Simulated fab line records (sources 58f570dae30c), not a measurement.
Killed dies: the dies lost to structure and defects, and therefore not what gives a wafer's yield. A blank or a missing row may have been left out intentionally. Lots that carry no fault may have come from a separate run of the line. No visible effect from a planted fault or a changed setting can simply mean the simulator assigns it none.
One fault through the eyes of 2 desks | flow berkeley-cmos170 | each desk holds nothing but its own numbers, with what lay behind them at the end

## FOR THE TOOL OWNER'S DESK: implanter-04
The tool's own readings at UCB170_PFIELD_IMPLANT_07: means of the sampled wafers that have a number, for each lot that ran on this tool. Marked OUT: a lot whose mean sits more than 4 standard deviations from the usual mean, which makes it out of limits; the brackets give that distance.
Columns: A = dose-ions-cm2 at UCB170_PFIELD_IMPLANT_07, usual 2.0004e+13; B = faraday-current-uA at UCB170_PFIELD_IMPLANT_07, usual 63.4
lot  | first seen here | A                            | B
L200 | day 5 15:17     | 2.0023e+13                   | 63.3
L202 | day 5 22:29     | 1.9985e+13                   | 62.8
L204 | day 6 05:55     | 1.9979e+13                   | 61.9
L205 | day 6 17:40     | 1.9993e+13                   | 63.4
L208 | day 7 20:41     | 1.9992e+13                   | 62.9
L210 | day 8 02:04     | 1.2682e+13 (-99 or more) OUT | 39.5 (-18) OUT
L211 | day 8 02:24     | 1.2668e+13 (-99 or more) OUT | 40.4 (-18) OUT
This desk's verdict: out of limits on L210, L211, starting with L210 at day 8 02:04 (dose-ions-cm2 at UCB170_PFIELD_IMPLANT_07). In limits: L200, L202, L204, L205, L208.

## AT THE METROLOGY DESK
Lot by lot, what the gauges showed, no matter which tool ran the lot: averages of those sampled wafers that carry a number. Marked OUT: a lot whose mean sits more than 4 standard deviations from the usual mean, which makes it out of limits; the brackets give that distance.
Columns: A = INCOMING_BOW at UCB170_START_BOW_MEAS_00, usual 0 um; B = PFIELD_TW at UCB170_PFIELD_TW_MEAS_09, usual 601; C = PLDD_RS at UCB170_SDANNEAL_RS_MEAS_04, usual 1032 ohm/sq
lot  | first seen here | A   | B             | C
L197 | day 1 10:02     | 4   | 596           | 1029
L199 | day 1 20:00     | -11 | 602           | 1032
L200 | day 2 01:00     | 7   | 595           | 1037
L201 | day 2 06:00     | 5   | 602           | 1027
L202 | day 2 11:01     | -1  | 606           | 1034
L203 | day 2 16:01     | 3   | 602           | 1035
L204 | day 2 21:01     | -1  | 605           | 1032
L205 | day 3 02:00     | -1  | 600           | 1027
L208 | day 3 17:00     | -4  | 596           | 1032
L210 | day 4 03:01     | 0   | 520 (-20) OUT | 1033
L211 | day 4 08:04     | 6   | 520 (-20) OUT | 1030
L215 | day 5 04:00     | -5  | 607           | 1034
L216 | day 5 09:00     | -7  | 602           | 1027
L218 | day 5 19:00     | -9  | 607           | 1033
Per this desk, out of limits: L210, L211; the first was L210, day 8 02:19 (PFIELD_TW at UCB170_PFIELD_TW_MEAS_09). In limits: L197, L199, L200, L201, L202, L203, L204, L205, L208, L215, L216, L218.

## PUT TOGETHER
On L210, L211, at day 8 02:04, an alarm was possible from the tool owner's desk.
L210, L211 would have let the metrology desk raise an alarm at day 8 02:19.
All the named lots went through UCB170_PFIELD_IMPLANT_07 on implanter-04.

## WHAT THE SIMULATOR HAD PUT IN
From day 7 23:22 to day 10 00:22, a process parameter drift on implanter-04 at UCB170_PFIELD_IMPLANT_07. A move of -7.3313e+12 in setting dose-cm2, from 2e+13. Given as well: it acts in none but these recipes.
Struck lots among those shown: L210, L211.
Fault start to first reading out of limits, in hours, per desk: tool owner, 3; metrology, 3.
